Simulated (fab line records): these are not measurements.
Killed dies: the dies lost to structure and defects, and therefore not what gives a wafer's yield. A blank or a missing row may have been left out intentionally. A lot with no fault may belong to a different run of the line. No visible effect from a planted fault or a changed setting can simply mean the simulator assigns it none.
The tool behind it: which one?    flow rit-cmos    13 lots, 39 wafers sampled, at 4 steps of a route of 202

## WHAT THE GAUGES READ, wafer by wafer
RIT_PSD_OVL_MEAS_06. Usual: PSD_OVL typically reads -0.5 nm, with standard deviation 1.4.
lot   measured     on          PSD_OVL (nm)    flag
L566  day 3 02:35  overlay-01  -1.4 0.3 -0.6   
L567  day 3 05:42  overlay-02  -0.2 -0.1 -0.5  
L568  day 3 11:20  overlay-01  -1.2 -0.6 -0.6  
L569  day 3 17:20  overlay-01  1.2 1.7 1.8     
L575  day 4 21:28  overlay-02  -1.4 1.1 1.5    
L578  day 5 13:51  overlay-01  -1.5 -1.1 0.1   
L581  day 6 05:34  overlay-02  1.9 2.7 -0.5    
L582  day 6 10:54  overlay-01  1.3 0.0 0.5     
L583  day 6 14:30  overlay-02  1.3 2.0 -0.1    
L585  day 7 03:29  overlay-02  -1.4 -1.3 -2.6  
L586  day 7 05:46  overlay-02  -2.0 -1.1 -3.4  
L587  day 7 09:54  overlay-01  -0.3 -0.3 -2.8  
L589  day 7 19:07  overlay-01  -0.4 0.1 -1.5   

## WHAT TOOL EACH LOT RAN ON (gives the tool, then ch and the chambers of the sampled wafers, and finally the start)
lot   RIT_NRETRO_STRIP_09                  RIT_NSD_EXPOSE_03                   RIT_NSD_STRIP_09
L566  plasma-asher-02 ch 0,1, day 2 06:54  iline-stepper-02 ch 0, day 3 00:40  plasma-asher-03 ch 0,1, day 3 01:32
L567  plasma-asher-02 ch 0,1, day 2 10:34  iline-stepper-02 ch 0, day 3 03:46  plasma-asher-03 ch 0,1, day 3 04:29
L568  plasma-asher-03 ch 0,1, day 2 15:07  iline-stepper-02 ch 0, day 3 09:28  plasma-asher-02 ch 0,1, day 3 10:11
L569  plasma-asher-03 ch 0,1, day 2 21:52  iline-stepper-02 ch 0, day 3 15:26  plasma-asher-01 ch 0,1, day 3 16:10
L575  plasma-asher-04 ch 0,1, day 4 02:28  iline-stepper-02 ch 0, day 4 19:40  plasma-asher-02 ch 0,1, day 4 20:22
L578  plasma-asher-02 ch 0,1, day 4 18:21  iline-stepper-02 ch 0, day 5 12:03  plasma-asher-03 ch 0,1, day 5 12:46
L581  plasma-asher-02 ch 0,1, day 5 09:05  iline-stepper-02 ch 0, day 6 03:44  plasma-asher-03 ch 0,1, day 6 04:29
L582  plasma-asher-04 ch 0,1, day 5 14:09  iline-stepper-02 ch 0, day 6 08:58  plasma-asher-01 ch 0,1, day 6 09:41
L583  plasma-asher-02 ch 1, day 5 19:10    iline-stepper-02 ch 0, day 6 12:34  plasma-asher-01 ch 0,1, day 6 13:17
L585  plasma-asher-02 ch 0,1, day 6 08:17  iline-stepper-01 ch 0, day 7 01:41  plasma-asher-01 ch 0,1, day 7 02:26
L586  plasma-asher-04 ch 0,1, day 6 11:12  iline-stepper-01 ch 0, day 7 03:57  plasma-asher-02 ch 0,1, day 7 04:41
L587  plasma-asher-04 ch 0,1, day 6 15:39  iline-stepper-01 ch 0, day 7 07:58  plasma-asher-01 ch 0,1, day 7 08:41
L589  plasma-asher-02 ch 0,1, day 7 01:17  iline-stepper-01 ch 0, day 7 17:11  plasma-asher-01 ch 0,1, day 7 17:56
- RIT_NRETRO_STRIP_09: strips in O2, time 180 s.
- RIT_NSD_EXPOSE_03: exposes mask M9, target cd 40700 nm.
- RIT_NSD_STRIP_09: strips in O2, time 180 s.

## WHAT THE TOOLS THEMSELVES READ (means of the sampled wafers that have a number; where no wafer has one, the mark that the record gives instead)
RIT_NRETRO_STRIP_09. Usual: 5.8 A for drypump-motor-current-A, sd 0.39.
lot   tool             drypump-motor-current-A (A)  flag
L566  plasma-asher-02  6.1                          
L567  plasma-asher-02  6.1                          
L568  plasma-asher-03  6.2                          
L569  plasma-asher-03  6.0                          
L575  plasma-asher-04  5.7                          
L578  plasma-asher-02  6.1                          
L581  plasma-asher-02  6.1                          
L582  plasma-asher-04  5.7                          
L583  plasma-asher-02  6.0                          
L585  plasma-asher-02  6.1                          
L586  plasma-asher-04  5.4                          
L587  plasma-asher-04  5.4                          
L589  plasma-asher-02  6.1                          

RIT_NSD_STRIP_09. Usual: 5.7 A for drypump-motor-current-A, sd 0.49.
lot   tool             drypump-motor-current-A (A)  flag
L566  plasma-asher-03  6.2                          
L567  plasma-asher-03  5.9                          
L568  plasma-asher-02  6.1                          
L569  plasma-asher-01  5.3                          
L575  plasma-asher-02  6.1                          
L578  plasma-asher-03  5.9                          
L581  plasma-asher-03  6.2                          
L582  plasma-asher-01  5.2                          
L583  plasma-asher-01  5.3                          
L585  plasma-asher-01  5.2                          
L586  plasma-asher-02  6.1                          
L587  plasma-asher-01  5.3                          
L589  plasma-asher-01  5.3                          

## THE ANSWER, worked out from the rows above alone
Rule: a lot is off if the mean of its wafers that have a number lies more than 3 standard deviations from the usual mean. A lot without any number at a reading at which 4 lots or more have one is off too. Where the step has rows for the other lots, those lots are counted as sound. First the gauges in route order, then the tools' own readings, where a lot's mean is used as printed above. The first step at which some lot is off is used, and at that step the reading that is off furthest; a lot without a number counts as furthest.
Across all readings shown, no lot is off: no conclusion can be drawn from this.

## WHAT WAS PUT IN BY THE SIMULATOR
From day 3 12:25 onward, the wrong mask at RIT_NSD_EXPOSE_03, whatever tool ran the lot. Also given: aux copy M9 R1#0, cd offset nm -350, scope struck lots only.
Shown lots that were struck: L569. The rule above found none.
